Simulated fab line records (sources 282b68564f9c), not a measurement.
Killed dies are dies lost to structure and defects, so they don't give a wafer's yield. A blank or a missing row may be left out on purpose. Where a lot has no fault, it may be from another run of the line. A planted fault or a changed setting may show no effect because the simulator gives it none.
A lot that was struck, set against a sound lot | flow ritCmos | 14 steps out of a route of 202
Sound: wafers L541.1, L541.5, L541.6. The struck wafers were L535.1, L535.2, L535.6. The cause comes at the end.
Each step with rows lists, per side, the tool, then ch with its chambers, then its first start. Under that, the readings that differ: sound wafers | struck wafers | difference of the means | sigmas: that difference in standard deviations of wafers without a fault.
alike: readings whose means differ by less than 2 such deviations, and words and numbers that are the same on both sides. not compared: withheld readings, readings that some wafer has no value for, bounds like >300 that may hide the same value, and numbers for which the record gives no deviation and whose values overlap.
A row with sigmas, a row that says differs or no value, or rows on one side alone: a step with any of these is where the two part. Numbers that have no deviation but don't overlap get no sigmas and don't part them. A reading that every wafer of one side lacks parts them only if that side has two wafers or more.

first, 2 steps without rows for these wafers: RIT_NLDD_PEB_04; RIT_NLDD_DEVELOP_05 (develop time 50 s).
RIT_NLDD_OVL_MEAS_06:
  struck on overlay-01, day 5 06:50; sound on overlay-01, day 6 12:37
  alike: NLDD_OVL
then, 2 steps without rows for these wafers: RIT_NLDD_HARDBAKE_07 (time 60 s); RIT_NLDD_IMPLANT_08.
RIT_NLDD_STRIP_09: strips in O2, time 180 s.
  sound on plasmaAsher-01 ch 0,1, day 6 12:56; struck on plasmaAsher-02 ch 0,1, day 5 07:11
  alike: drypumpMotorCurrentA
  not compared: rfHoursCounterH
RIT_NLDD_TW_MEAS_10:
  struck on filmMetro-03, day 5 07:21; sound on filmMetro-04, day 6 13:07
  alike: NLDD_TW
then, 5 steps without rows for these wafers: RIT_PLDD_HMDS_00 (prime time 60 s); RIT_PLDD_COAT_01 (resist thk 1000 nm); RIT_PLDD_SOFTBAKE_02 (time 60 s); RIT_PLDD_EXPOSE_03 (exposes mask M8, target cd 40900 nm); RIT_PLDD_PEB_04.
RIT_PLDD_DEVELOP_05: develop time 50 s.
  sound on lithoTrack-03 ch 0, day 6 13:00; struck on lithoTrack-02, day 5 08:00
  no value came back on the struck wafers for chillPlateTempC (C), developTimeS (s); on the sound wafers chillPlateTempC (C) reads 23.02 22.92 22.82
RIT_PLDD_OVL_MEAS_06:
  struck on overlay-02, day 5 08:23; sound on overlay-02, day 6 14:02
reading       | sound          | struck | difference                    | sigmas
PLDD_OVL (nm) | -1.0 -0.9 -1.5 | - - -  | no value on the struck wafers | 

WHERE THEY PART
At RIT_PLDD_DEVELOP_05 first; at RIT_PLDD_OVL_MEAS_06 last (within this record only).

WHY: whatever the simulator had introduced
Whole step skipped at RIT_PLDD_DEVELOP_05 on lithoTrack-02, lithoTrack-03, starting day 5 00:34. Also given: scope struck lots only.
